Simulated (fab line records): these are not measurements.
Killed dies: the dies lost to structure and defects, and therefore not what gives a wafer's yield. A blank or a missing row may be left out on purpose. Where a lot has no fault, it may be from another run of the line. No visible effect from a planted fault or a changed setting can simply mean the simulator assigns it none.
A struck lot beside a sound one :: flow rit-cmos :: 23 steps out of a route of 202
Sound: wafers L411.2, L411.3, L411.6. The struck wafers were L418.3, L418.4, L418.6. The cause is given at the end.
Each step with rows lists, per side, the tool, then ch with its chambers, then its first start. Under that, the readings that differ: sound wafers :: struck wafers :: difference of the means :: sigmas: that difference in standard deviations of wafers without a fault.
alike: readings whose means differ by less than 2 such deviations, and words and numbers that are the same on both sides. not compared: withheld readings, readings that some wafer has no value for, bounds like >300 that may hide the same value, and numbers for which the record gives no deviation and whose values overlap.
The two part at a step that has a row with sigmas, a row that says differs or no value, or rows on one side only. Numbers that don't overlap but have no deviation are shown without sigmas and don't part them. Lack of a reading on every wafer of one side parts them only where that side has two or more wafers.

RIT_SDANNEAL_RS_MEAS_06: the measuring method here is four-point-probe.
  sound on film-metro-02 at day 3 12:34; struck on film-metro-03 at day 4 23:13
  alike: PLDD_RS
RIT_SDANNEAL_RS_MEAS_07: the measuring method here is four-point-probe.
  sound on film-metro-02 at day 3 12:41; struck on film-metro-03 at day 4 23:20
  alike: NLDD_RS
then, 1 step without rows for these wafers: RIT_SILICIDE_WET_ETCH_00 (etches SiO2 in BOE, target depth 14 nm, time 15 s).
RIT_SILICIDE_SPUTTER_01: material Ti, target thk 30 nm, time 240 s.
  sound on pvd-sputter-02 at day 3 12:48; struck on pvd-sputter-02 at day 4 23:25
  alike: throttle-valve-pct
RIT_SILICIDE_RS_MEAS_02: the measuring method here is four-point-probe.
  sound on film-metro-04 at day 3 12:58; struck on film-metro-04 at day 4 23:37
  alike: SILICIDE_TI_RS
RIT_SILICIDE_THK_MEAS_03: measures by xrf.
  sound on film-metro-04 at day 3 13:05; struck on film-metro-04 at day 4 23:43
  alike: SILICIDE_TI_THK
RIT_SILICIDE_RTA_04: time 10 s, ramp up 5 s, ramp down 5 s.
  sound on rtp-anneal-02 ch 0, day 3 13:08; struck on rtp-anneal-01 ch 0, day 4 23:46
  alike: wafer_temp_C_max
then, 1 step without rows for these wafers: RIT_SILICIDE_WET_ETCH_05 (etches Ti in SPM, time 120 s).
RIT_SILICIDE_RTA_06: time 10 s, ramp up 5 s, ramp down 10 s.
  sound on rtp-anneal-01 ch 0, day 3 13:15; struck on rtp-anneal-02 ch 0, day 4 23:53
  alike: wafer_temp_C_max
RIT_CONTACT_CVD_00: deposits SiO2 from TEOS, target thk 400 nm, time 61 s.
  sound on pecvd-03 ch 0,2, day 3 13:19; struck on pecvd-02 ch 0,1, day 4 23:56
  alike: heater-power-w
RIT_CONTACT_THK_MEAS_01:
  sound on film-metro-04 at day 3 13:22; struck on film-metro-02 at day 5 00:00
  alike: CONTACT_TEOS_THK
then, 1 step without rows for these wafers: RIT_CONTACT_HMDS_02 (prime time 60 s).
RIT_CONTACT_COAT_03: resist thk 1000 nm.
  sound on litho-track-01 ch 0, day 3 13:35; struck on litho-track-04 ch 0, day 5 00:14
reading: model.NOVOLAK_of_CONTACT_COAT_03.thk-nm (nm)
sound: 996.7 999.5 997.9
struck: 1027 1030 1025
difference: +29
sigmas: 
then, 4 steps without rows for these wafers: RIT_CONTACT_SOFTBAKE_04 (time 60 s); RIT_CONTACT_EXPOSE_05 (exposes mask M11, target cd 1000 nm); RIT_CONTACT_PEB_06; RIT_CONTACT_DEVELOP_07 (develop time 123.9 s).
RIT_CONTACT_CD_MEAS_08: the cd target is 1000 nm.
  sound on cd-sem-02 at day 3 14:24; struck on cd-sem-01 at day 5 01:11
reading: cd-nm (nm)
sound: 999.5 1000.6 1000.6
struck: 994.7 994.4 994.8
difference: -5.6
sigmas: -3
RIT_CONTACT_OVL_MEAS_09:
  sound on overlay-01 at day 3 14:31; struck on overlay-01 at day 5 01:16
  alike: CONTACT_OVL
then, 1 step without rows for these wafers: RIT_CONTACT_HARDBAKE_10 (time 60 s).
RIT_CONTACT_ETCH_11: etches SiO2 in CHF3/CF4/Ar, stops on TiSi2, target depth 480 nm, time 320 s.
  sound on rie-diel-03 ch 0,1,2, day 3 14:41; struck on rie-diel-01 ch 0,2,3, day 5 01:27
reading: model.NOVOLAK_of_CONTACT_COAT_03.thk-nm (nm)
sound: 764.7 768.6 766.1
struck: 792 795 789.6
difference: +26
sigmas: 
  alike: CHF3_flow_sccm, drypump-motor-current-A, oes-product-au, throttle-valve-pct
  not compared: rf-hours-counter-h
RIT_CONTACT_STRIP_12: strips in O2, time 180 s.
  sound on plasma-asher-04 ch 0, day 3 14:53; struck on plasma-asher-01 ch 0,1, day 5 01:42
  alike: drypump-motor-current-A
  not compared: rf-hours-counter-h
RIT_M1_PROBE_99:
  the record has rows for the struck wafers here (prober-01, day 5 06:37) and none for the sound ones

WHERE THEY PART
Earliest at RIT_CONTACT_CD_MEAS_08; latest, in this record, at RIT_M1_PROBE_99.

WHY: what had been put in by the simulator
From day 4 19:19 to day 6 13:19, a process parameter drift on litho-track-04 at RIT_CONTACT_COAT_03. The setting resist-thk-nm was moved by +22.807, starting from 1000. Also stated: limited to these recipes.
